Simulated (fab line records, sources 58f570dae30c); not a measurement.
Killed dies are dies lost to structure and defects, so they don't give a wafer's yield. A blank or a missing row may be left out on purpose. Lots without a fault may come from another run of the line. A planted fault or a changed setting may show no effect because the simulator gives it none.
fab line records | flow berkeley_cmos170 | part 1 of 2: steps 1 to 29 of 40
record lots=5 wafers=15 last_day=13
route steps=331 shown PFIELD@84 FIELD@89 SACOX@97 SCREENOX@100 NVT@104 PVT@115
lots that met no fault: from a run of the same line without faults
start_h: hours from the record's first day to the start of the lot's first wafer shown | wait_h: hours since the lot's step before | " the same as in the row above | L1.1+2: a row that stands for several wafers | - no value, or no start given | * or withheld: withheld | < > ~ a bound
route shown NAME@n: a module of which the file shows steps, and the number in the route of the first | usual: mean/standard deviation of fault-free wafers | same: alike in all rows | chamber/n: place in a boat | sites: the reading at each site | _std_site: their standard deviation | _edge_site: outer sites' mean less inner sites' | radius_mm: how far each site lies from the wafer's centre | mask NAME#n: copy n | behind: the tool/chamber that last shaped the wafer | hold: why the lot was held/for how many hours/how that ended | device: the transistor (n, p or np) that didn't switch | end of line: the same wafers' tests at the end of the route | a step without rows: its recipe alone | killed: dies lost to structure and defects at the first sort, not the wafer's yield | map: a wafer's dies, x killed, . not, _ none there
set.NAME: the setting as run; set.NAME@STEP: as run at that earlier step | model.NAME: the simulator's own value behind a step, which no gauge read
lots at some steps of the route; a table a step, a row a wafer
services: from which hour (start_h, from the record's first day; less than 0 if before it) a tool's chamber was out of use, for how many hours, and why
## steps
# step UCB170_PFIELD_DEVELOP_05
# recipe developer=TMAH develop_time_s=45 resist=KrF dev_temp_c=21
# usual developer_temp_C=20.99/0.1
# same develop_time_s=45
# columns lot.wafer tool chamber start_h wait_h developer_temp_C
L076.1 litho_track-02 0 - - 20.95
L076.4 " 0 " " 20.89
L076.6 " 0 " " 21.01
L082.1 litho_track-01 0 - - 20.86
L082.4 " 0 " " 21.03
L082.6 " 0 " " 20.99
L083.1 litho_track-01 0 - - 20.82
L083.2 " 0 " " 21.00
L083.4 " 0 " " 20.92
L093.2 litho_track-02 0 - - 20.95
L093.4 " 0 " " 20.90
L093.6 " 0 " " 20.91
L095.2 litho_track-02 0 - - 20.90
L095.3 " 0 " " 20.90
L095.6 " 0 " " 20.91
# step UCB170_PFIELD_OVL_MEAS_06
# usual PFIELD_OVL=-2/6.6
# columns lot.wafer tool chamber start_h wait_h PFIELD_OVL[nm]
L076.1 overlay-01 - 121.36 - 5
L076.4 " - " " -5
L076.6 " - " " -8
L082.1 overlay-01 - 139.76 - -13
L082.4 " - " " -15
L082.6 " - " " -6
L083.1 overlay-01 - 163.56 - -6
L083.2 " - " " -7
L083.4 " - " " -2
L093.2 overlay-02 - 183.08 - 9
L093.4 " - " " 3
L093.6 " - " " 2
L095.2 overlay-02 - 205.08 - -3
L095.3 " - " " -4
L095.6 " - " " -11
# step UCB170_PFIELD_IMPLANT_07
# recipe species=B dose_cm2=2e+13 energy_kev=80 tilt_deg=7
# usual dose_ions_cm2=2.0001e+13/2.7e+10 faraday_current_uA=63.4/1.2
# same implant_ion_amu=11
# columns lot.wafer tool chamber start_h wait_h dose_ions_cm2 faraday_current_uA
L076.1 implanter-02 0 121.40 0.0 1.9957e+13 64.0
L076.4 " 0 " " 2.004e+13 60.2
L076.6 " 0 " " 1.9968e+13 63.5
L082.1 implanter-03 0 139.80 0.0 1.9998e+13 63.7
L082.4 " 0 " " 2.0012e+13 63.2
L082.6 " 0 " " 1.9996e+13 66.0
L083.1 implanter-01 0 163.60 0.0 2.0016e+13 62.6
L083.2 " 0 " " 1.9996e+13 61.7
L083.4 " 0 " " 1.9967e+13 65.0
L093.2 implanter-03 0 183.13 0.0 2.0023e+13 63.7
L093.4 " 0 " " 2e+13 65.0
L093.6 " 0 " " 2.001e+13 62.7
L095.2 implanter-01 0 205.14 0.0 2.0023e+13 63.4
L095.3 " 0 " " 2.0018e+13 64.8
L095.6 " 0 " " 2.0053e+13 62.6
# step UCB170_PFIELD_STRIP_08
# recipe chemistry=O2 power_w=400 pressure_mtorr=3500 platen_temp_c=withheld o2_flow_sccm=400 overash_fraction=0.5
# usual drypump_motor_current_A=5.61/0.3 oes_product_au=0.735/0.0042 strip_time_to_endpoint_s=21.67/0.066
# columns lot.wafer tool chamber start_h wait_h drypump_motor_current_A oes_product_au rf_hours_counter_h strip_time_to_endpoint_s
L076.1 plasma_asher-02 0 121.55 0.1 5.87 0.737 0 21.60
L076.4 " 0 " " 5.87 0.738 - 21.58
L076.6 " 0 " " 5.87 0.732 - 21.65
L082.1 plasma_asher-01 1 139.95 0.1 5.74 0.736 38 21.76
L082.4 " 1 " " 5.75 0.733 - 21.73
L082.6 " 0 " " 5.26 0.734 - 21.71
L083.1 plasma_asher-04 0 163.75 0.1 5.34 0.736 35 21.70
L083.2 " 1 " " 5.50 0.733 35 21.66
L083.4 " 1 " " 5.51 0.739 - 21.70
L093.2 plasma_asher-02 1 183.26 0.1 6.15 0.734 8 21.53
L093.4 " 1 " " 6.11 0.733 - 21.56
L093.6 " 1 " " 6.14 0.736 - 21.51
L095.2 plasma_asher-01 1 205.26 0.1 5.71 0.733 47 21.74
L095.3 " 0 " " 5.24 0.739 - 21.74
L095.6 " 1 " " 5.73 0.735 - 21.74
# step UCB170_PFIELD_TW_MEAS_09
# usual PFIELD_TW=608/11
# columns lot.wafer tool chamber start_h wait_h PFIELD_TW
L076.1 film_metro-04 - 121.65 0.1 619
L076.4 " - " " 621
L076.6 " - " " 625
L082.1 film_metro-04 - 140.05 0.1 618
L082.4 " - " " 622
L082.6 " - " " 622
L083.1 film_metro-01 - 163.85 0.1 597
L083.2 " - " " 596
L083.4 " - " " 593
L093.2 film_metro-01 - 183.37 0.1 600
L093.4 " - " " 597
L093.6 " - " " 598
L095.2 film_metro-03 - 205.37 0.1 607
L095.3 " - " " 603
L095.6 " - " " 606
# step UCB170_FIELD_CLEAN_00
# recipe chemistry=dHF dilution=25:1 time_s=7.5
# columns lot.wafer tool chamber start_h wait_h
L076.1+4+6 wet_bench-02 2 121.71 0.1
L082.1+4+6 wet_bench-04 0 140.11 0.1
L083.1+2+4 wet_bench-03 1 163.91 0.1
L093.2+4+6 wet_bench-02 3 183.42 0.0
L095.2+3+6 wet_bench-02 3 205.42 0.0
# step UCB170_FIELD_OXIDATION_01
# recipe temp_c=1000 ambient=H2O p_h2o_torr=584.62 target_thk_a=5583 ox_time_s=7200
# usual spike_tc_centre_C=1001.9/1.5
# columns lot.wafer tool chamber start_h wait_h spike_tc_centre_C
L076.1 furnace-04 0 125.27 3.6 1000.0
L076.4 " 0 " " 1001.4
L076.6 " 0 " " 1000.0
L082.1 furnace-01 0 143.18 3.1 1000.3
L082.4 " 0 " " 1000.4
L082.6 " 0 " " 1001.2
L083.1 furnace-04 0 168.31 4.4 1001.0
L083.2 " 0 " " 1001.3
L083.4 " 0 " " 1001.5
L093.2 furnace-02 0 186.43 3.0 1004.4
L093.4 " 0 " " 1003.3
L093.6 " 0 " " 1002.9
L095.2 furnace-02 0 209.65 4.2 1005.6
L095.3 " 0 " " 1002.2
L095.6 " 0 " " 1003.2
# step UCB170_FIELD_THK_MEAS_02
# recipe reads=SiO2_of_FIELD_OXIDATION_01
# usual FIELD_OXIDE_THK=557/11
# columns lot.wafer tool chamber start_h wait_h FIELD_OXIDE_THK[nm]
L076.1 film_metro-02 - 128.27 0.0 542
L076.4 " - " " 541
L076.6 " - " " 534
L082.1 film_metro-01 - 146.26 0.1 559
L082.4 " - " " 564
L082.6 " - " " 569
L083.1 film_metro-01 - 171.31 0.0 548
L083.2 " - " " 554
L083.4 " - " " 558
L093.2 film_metro-02 - 189.50 0.1 557
L093.4 " - " " 556
L093.6 " - " " 554
L095.2 film_metro-04 - 212.66 0.0 573
L095.3 " - " " 567
L095.6 " - " " 573
# step UCB170_FIELD_ANNEAL_03
# recipe temp_c=1000 time_s=1200 ambient=N2
# usual spike_tc_centre_C=1001.3/1.3
# columns lot.wafer tool chamber start_h wait_h spike_tc_centre_C
L076.1 furnace-04 0 131.02 2.7 1001.7
L076.4 " 0 " " 1000.6
L076.6 " 0 " " 1000.1
L082.1 furnace-01 0 151.28 5.0 1000.5
L082.4 " 0 " " 998.4
L082.6 " 0 " " 1001.7
L083.1 furnace-04 0 173.91 2.6 1001.7
L083.2 " 0 " " 1001.7
L083.4 " 0 " " 1001.9
L093.2 furnace-04 0 193.91 4.4 1000.3
L093.4 " 0 " " 1000.8
L093.6 " 0 " " 1001.1
L095.2 furnace-01 0 218.07 5.4 1000.8
L095.3 " 0 " " 1001.9
L095.6 " 0 " " 1001.0
# step UCB170_FIELD_WET_ETCH_04
# recipe chemistry=dHF dilution=10:1 target=SiO2 temp_c=25 time_s=60
# columns lot.wafer tool chamber start_h wait_h
L076.1+4+6 wet_bench-03 3 132.88 0.5
L082.1+4+6 wet_bench-02 3 152.61 0.0
L083.1+2+4 wet_bench-03 1 175.24 0.0
L093.2+4+6 wet_bench-03 3 195.50 0.3
L095.2+3+6 wet_bench-04 1 219.44 0.0
# step UCB170_FIELD_WET_ETCH_05
# recipe chemistry=H3PO4 target=Si3N4 temp_c=160 time_s=12600
# columns lot.wafer tool chamber start_h wait_h
L076.1+4+6 wet_bench-03 1 133.08 0.2
L082.1+4+6 wet_bench-04 1 152.64 0.0
L083.1+2+4 wet_bench-03 1 175.29 0.0
L093.2+4+6 wet_bench-03 3 195.52 0.0
L095.2+3+6 wet_bench-02 1 219.52 0.1
# step UCB170_FIELD_WET_ETCH_06
# recipe chemistry=BOE dilution=5:1 target=SiO2 temp_c=25 time_s=21.53
# columns lot.wafer tool chamber start_h wait_h
L076.1+4+6 wet_bench-03 0 137.31 0.7
L082.1+4+6 wet_bench-04 2 156.14 0.0
L083.1+2+4 wet_bench-03 1 178.98 0.2
L093.2+4+6 wet_bench-02 3 199.09 0.1
L095.2+3+6 wet_bench-03 1 223.41 0.1
# step UCB170_FIELD_THK_MEAS_90
# recipe reads=SiO2_of_FIELD_OXIDATION_01
# usual FIELD_OXIDE_LEFT_1_THK=441/10
# columns lot.wafer tool chamber start_h wait_h FIELD_OXIDE_LEFT_1_THK[nm]
L076.1 film_metro-04 - 137.33 0.0 425
L076.4 " - " " 424
L076.6 " - " " 417
L082.1 film_metro-02 - 156.16 0.0 444
L082.4 " - " " 449
L082.6 " - " " 454
L083.1 film_metro-01 - 178.99 0.0 434
L083.2 " - " " 439
L083.4 " - " " 442
L093.2 film_metro-04 - 199.12 0.0 443
L093.4 " - " " 442
L093.6 " - " " 440
L095.2 film_metro-04 - 223.49 0.1 459
L095.3 " - " " 452
L095.6 " - " " 458
# step UCB170_SACOX_CLEAN_00
# recipe chemistry=dHF dilution=25:1 time_s=7.5
# columns lot.wafer tool chamber start_h wait_h
L076.1+4+6 wet_bench-03 0 137.50 0.2
L082.1+4+6 wet_bench-04 3 156.22 0.1
L083.1+2+4 wet_bench-03 0 179.19 0.2
L093.2+4+6 wet_bench-03 3 199.21 0.1
L095.2+3+6 wet_bench-03 0 223.60 0.1
# step UCB170_SACOX_OXIDATION_01
# recipe temp_c=900 ambient=O2 target_thk_a=144 ox_time_s=2400
# usual spike_tc_centre_C=902.6/1.6
# columns lot.wafer tool chamber start_h wait_h spike_tc_centre_C
L076.1 furnace-01 0 140.26 2.7 899.6
L076.4 " 0 " " 900.6
L076.6 " 0 " " 899.9
L082.1 furnace-02 0 159.40 3.2 902.3
L082.4 " 0 " " 903.2
L082.6 " 0 " " 903.5
L083.1 furnace-02 0 184.76 5.6 903.9
L083.2 " 0 " " 902.7
L083.4 " 0 " " 902.2
L093.2 furnace-01 0 202.69 3.5 899.9
L093.4 " 0 " " 901.0
L093.6 " 0 " " 899.5
L095.2 furnace-02 0 224.68 1.1 901.9
L095.3 " 0 " " 904.1
L095.6 " 0 " " 903.0
# step UCB170_SACOX_THK_MEAS_02
# recipe reads=SiO2_of_SACOX_OXIDATION_01
# usual SACOX_OXIDE_THK=14.43/0.3
# columns lot.wafer tool chamber start_h wait_h SACOX_OXIDE_THK[nm]
L076.1 film_metro-03 - 141.93 0.0 14.76
L076.4 " - " " 14.59
L076.6 " - " " 14.67
L082.1 film_metro-03 - 161.07 0.0 14.31
L082.4 " - " " 14.18
L082.6 " - " " 14.37
L083.1 film_metro-04 - 186.43 0.0 14.51
L083.2 " - " " 14.31
L083.4 " - " " 14.51
L093.2 film_metro-04 - 204.37 0.0 14.20
L093.4 " - " " 14.29
L093.6 " - " " 14.15
L095.2 film_metro-03 - 226.36 0.0 14.80
L095.3 " - " " 15.02
L095.6 " - " " 15.04
# step UCB170_SCREENOX_WET_ETCH_00
# recipe chemistry=dHF dilution=25:1 target=SiO2 temp_c=25 time_s=200
# columns lot.wafer tool chamber start_h wait_h
L076.1+4+6 wet_bench-02 3 141.99 0.1
L082.1+4+6 wet_bench-03 3 161.13 0.1
L083.1+2+4 wet_bench-03 3 186.49 0.1
L093.2+4+6 wet_bench-01 1 204.42 0.0
L095.2+3+6 wet_bench-02 3 226.41 0.0
# step UCB170_SCREENOX_OXIDATION_01
# recipe temp_c=900 ambient=O2 target_thk_a=144 ox_time_s=2400
# usual spike_tc_centre_C=902.5/1.6
# columns lot.wafer tool chamber start_h wait_h spike_tc_centre_C
L076.1 furnace-02 0 148.57 6.5 903.6
L076.4 " 0 " " 904.1
L076.6 " 0 " " 904.2
L082.1 furnace-02 0 166.65 5.5 903.1
L082.4 " 0 " " 903.9
L082.6 " 0 " " 905.0
L083.1 furnace-04 0 190.74 4.2 900.3
L083.2 " 0 " " 902.2
L083.4 " 0 " " 902.5
L093.2 furnace-02 0 207.98 3.5 905.3
L093.4 " 0 " " 903.2
L093.6 " 0 " " 903.0
L095.2 furnace-01 0 229.61 3.1 900.6
L095.3 " 0 " " 900.3
L095.6 " 0 " " 900.4
# step UCB170_SCREENOX_THK_MEAS_02
# recipe reads=SiO2_of_SCREENOX_OXIDATION_01
# usual SCREENOX_OXIDE_THK=14.35/0.22
# columns lot.wafer tool chamber start_h wait_h SCREENOX_OXIDE_THK[nm]
L076.1 film_metro-03 - 150.23 0.0 14.10
L076.4 " - " " 13.92
L076.6 " - " " 13.93
L082.1 film_metro-03 - 168.32 0.0 14.68
L082.4 " - " " 14.16
L082.6 " - " " 14.58
L083.1 film_metro-03 - 192.41 0.0 13.89
L083.2 " - " " 14.04
L083.4 " - " " 14.49
L093.2 film_metro-02 - 209.66 0.0 14.47
L093.4 " - " " 14.75
L093.6 " - " " 14.46
L095.2 film_metro-03 - 231.28 0.0 14.61
L095.3 " - " " 14.55
L095.6 " - " " 14.73
# step UCB170_SCREENOX_ANNEAL_03
# recipe temp_c=900 time_s=900 ambient=N2
# usual spike_tc_centre_C=900.9/1.2
# columns lot.wafer tool chamber start_h wait_h spike_tc_centre_C
L076.1 furnace-01 0 153.96 3.7 901.8
L076.4 " 0 " " 900.9
L076.6 " 0 " " 900.0
L082.1 furnace-04 0 172.66 4.3 902.2
L082.4 " 0 " " 902.2
L082.6 " 0 " " 902.3
L083.1 furnace-01 0 197.13 4.7 900.6
L083.2 " 0 " " 900.9
L083.4 " 0 " " 900.8
L093.2 furnace-01 0 215.32 5.7 900.9
L093.4 " 0 " " 899.4
L093.6 " 0 " " 903.0
L095.2 furnace-04 0 235.16 3.9 901.3
L095.3 " 0 " " 902.0
L095.6 " 0 " " 903.3
# step UCB170_NVT_HMDS_00
# recipe prime_time_s=60 prime_temp_c=100
# usual prime_temp_c=99.99/0.14
# columns lot.wafer tool chamber start_h wait_h prime_temp_c
L076.1 litho_track-02 0 155.21 0.0 100.28
L076.4 " 0 " " 100.04
L076.6 " 0 " " 100.10
L082.1 litho_track-04 0 174.51 0.6 99.91
L082.4 " 0 " " 100.10
L082.6 " 0 " " 99.98
L083.1 litho_track-02 0 198.38 0.0 100.06
L083.2 " 0 " " 100.09
L083.4 " 0 " " 100.17
L093.2 litho_track-02 0 217.09 0.5 99.81
L093.4 " 0 " " 99.89
L093.6 " 0 " " 99.76
L095.2 litho_track-04 0 237.58 1.2 100.03
L095.3 " 0 " " 100.03
L095.6 " 0 " " 99.89
# step UCB170_NVT_COAT_01
# recipe resist=KrF spin_rpm=1500 resist_thk_nm=900
# usual spin_speed_rpm=1499.9/0.93
# columns lot.wafer tool chamber start_h wait_h spin_speed_rpm
L076.1 litho_track-02 0 155.36 0.1 1498.4
L076.4 " 0 " " 1501.5
L076.6 " 0 " " 1501.6
L082.1 litho_track-04 0 174.66 0.1 1499.4
L082.4 " 0 " " 1499.6
L082.6 " 0 " " 1499.1
L083.1 litho_track-02 0 198.53 0.1 1499.9
L083.2 " 0 " " 1500.7
L083.4 " 0 " " 1501.9
L093.2 litho_track-02 0 217.24 0.1 1499.1
L093.4 " 0 " " 1500.7
L093.6 " 0 " " 1500.7
L095.2 litho_track-04 0 237.73 0.1 1498.4
L095.3 " 0 " " 1498.9
L095.6 " 0 " " 1498.1
# step UCB170_NVT_SOFTBAKE_02
# recipe resist=KrF temp_c=130 time_s=60
# columns lot.wafer tool chamber start_h wait_h
L076.1+4+6 litho_track-02 0 155.51 0.1
L082.1+4+6 litho_track-04 0 174.81 0.1
L083.1+2+4 litho_track-02 0 198.68 0.1
L093.2+4+6 litho_track-02 0 217.39 0.1
L095.2+3+6 litho_track-04 0 237.88 0.1
# step UCB170_NVT_EXPOSE_03
# recipe mask_id=PWELL target_cd_nm=3000 na=0.5 sigma_outer=0.6 source_shape=conventional dose_mj=30
# same sigma_outer=0.6
# columns lot.wafer tool chamber start_h wait_h mask
L076.1+4+6 krf_scanner-02 0 155.66 0.1 PWELL#0
L082.1+4+6 krf_scanner-01 0 175.17 0.3 PWELL#0
L083.1+2+4 krf_scanner-02 0 198.83 0.1 PWELL#0
L093.2+4+6 krf_scanner-02 0 217.53 0.1 PWELL#0
L095.2+3+6 krf_scanner-02 0 238.13 0.2 PWELL#0
# step UCB170_NVT_PEB_04
# recipe peb_temp_c=130 peb_time_s=withheld resist=KrF
# columns lot.wafer tool chamber start_h wait_h
L076.1+4+6 litho_track-03 0 155.78 0.1
L082.1+4+6 litho_track-04 0 175.96 0.8
L083.1+2+4 litho_track-04 0 199.28 0.4
L093.2+4+6 litho_track-02 0 218.44 0.9
L095.2+3+6 litho_track-04 0 238.76 0.6
# step UCB170_NVT_DEVELOP_05
# recipe developer=TMAH develop_time_s=45 resist=KrF dev_temp_c=21
# usual developer_temp_C=21.04/0.1
# same develop_time_s=45
# columns lot.wafer tool chamber start_h wait_h developer_temp_C
L076.1 litho_track-03 0 - - 20.98
L076.4 " 0 " " 20.75
L076.6 " 0 " " 20.86
L082.1 litho_track-04 0 - - 20.93
L082.4 " 0 " " 21.06
L082.6 " 0 " " 21.01
L083.1 litho_track-04 0 - - 20.97
L083.2 " 0 " " 21.09
L083.4 " 0 " " 21.10
L093.2 litho_track-02 0 - - 21.11
L093.4 " 0 " " 21.09
L093.6 " 0 " " 21.07
L095.2 litho_track-04 0 - - 21.12
L095.3 " 0 " " 21.03
L095.6 " 0 " " 21.11
# step UCB170_NVT_OVL_MEAS_06
# usual NVT_OVL=-2/4.7
# columns lot.wafer tool chamber start_h wait_h NVT_OVL[nm]
L076.1 overlay-01 - 156.05 - -8
L076.4 " - " " -1
L076.6 " - " " 8
L082.1 overlay-01 - 176.24 - 8
L082.4 " - " " -2
L082.6 " - " " 9
L083.1 overlay-02 - 199.55 - -3
L083.2 " - " " -1
L083.4 " - " " 0
L093.2 overlay-02 - 218.69 - -1
L093.4 " - " " -2
L093.6 " - " " -7
L095.2 overlay-02 - 239.01 - -7
L095.3 " - " " -5
L095.6 " - " " -3
# step UCB170_NVT_IMPLANT_07
# recipe species=BF2 dose_cm2=3e+12 energy_kev=50 tilt_deg=7
# usual dose_ions_cm2=2.9998e+12/2.8e+09 faraday_current_uA=9.53/0.2
# same implant_ion_amu=49
# columns lot.wafer tool chamber start_h wait_h dose_ions_cm2 faraday_current_uA
L076.1 implanter-04 0 156.09 0.0 3.0049e+12 9.60
L076.4 " 0 " " 2.9987e+12 9.38
L076.6 " 0 " " 2.9994e+12 9.86
L082.1 implanter-01 0 176.27 0.0 3.002e+12 9.28
L082.4 " 0 " " 3.0009e+12 9.28
L082.6 " 0 " " 2.9997e+12 9.63
L083.1 implanter-01 0 199.59 0.0 2.9983e+12 9.39
L083.2 " 0 " " 2.9991e+12 9.99
L083.4 " 0 " " 2.9983e+12 9.79
L093.2 implanter-01 0 218.75 0.0 2.9956e+12 9.74
L093.4 " 0 " " 3.0034e+12 9.40
L093.6 " 0 " " 2.9953e+12 9.18
L095.2 implanter-01 0 239.46 0.4 2.9975e+12 9.64
L095.3 " 0 " " 2.9996e+12 9.54
L095.6 " 0 " " 2.9985e+12 9.65
# step UCB170_NVT_STRIP_08
# recipe chemistry=O2 power_w=400 pressure_mtorr=3500 platen_temp_c=withheld o2_flow_sccm=400 overash_fraction=0.5
# usual drypump_motor_current_A=5.90/0.3 oes_product_au=0.734/0.0043 strip_time_to_endpoint_s=21.66/0.065
# columns lot.wafer tool chamber start_h wait_h drypump_motor_current_A oes_product_au rf_hours_counter_h strip_time_to_endpoint_s
L076.1 plasma_asher-03 1 156.24 0.1 5.60 0.726 41 21.53
L076.4 " 1 " " 5.59 0.741 - 21.68
L076.6 " 1 " " 5.61 0.733 - 21.61
L082.1 plasma_asher-04 1 176.42 0.1 5.53 0.730 36 21.70
L082.4 " 1 " " 5.50 0.727 - 21.71
L082.6 " 1 " " 5.52 0.734 - 21.68
L083.1 plasma_asher-02 0 199.74 0.1 5.87 0.728 11 21.69
L083.2 " 1 " " 6.10 0.735 11 21.65
L083.4 " 0 " " 5.87 0.734 - 21.65
L093.2 plasma_asher-02 1 218.87 0.1 6.10 0.727 13 21.56
L093.4 " 0 " " 5.88 0.733 - 21.62
L093.6 " 1 " " 6.12 0.728 - 21.64
L095.2 plasma_asher-03 1 239.58 0.1 5.60 0.735 52 21.63
L095.3 " 0 " " 6.28 0.733 - 21.71
L095.6 " 0 " " 6.28 0.741 - 21.59
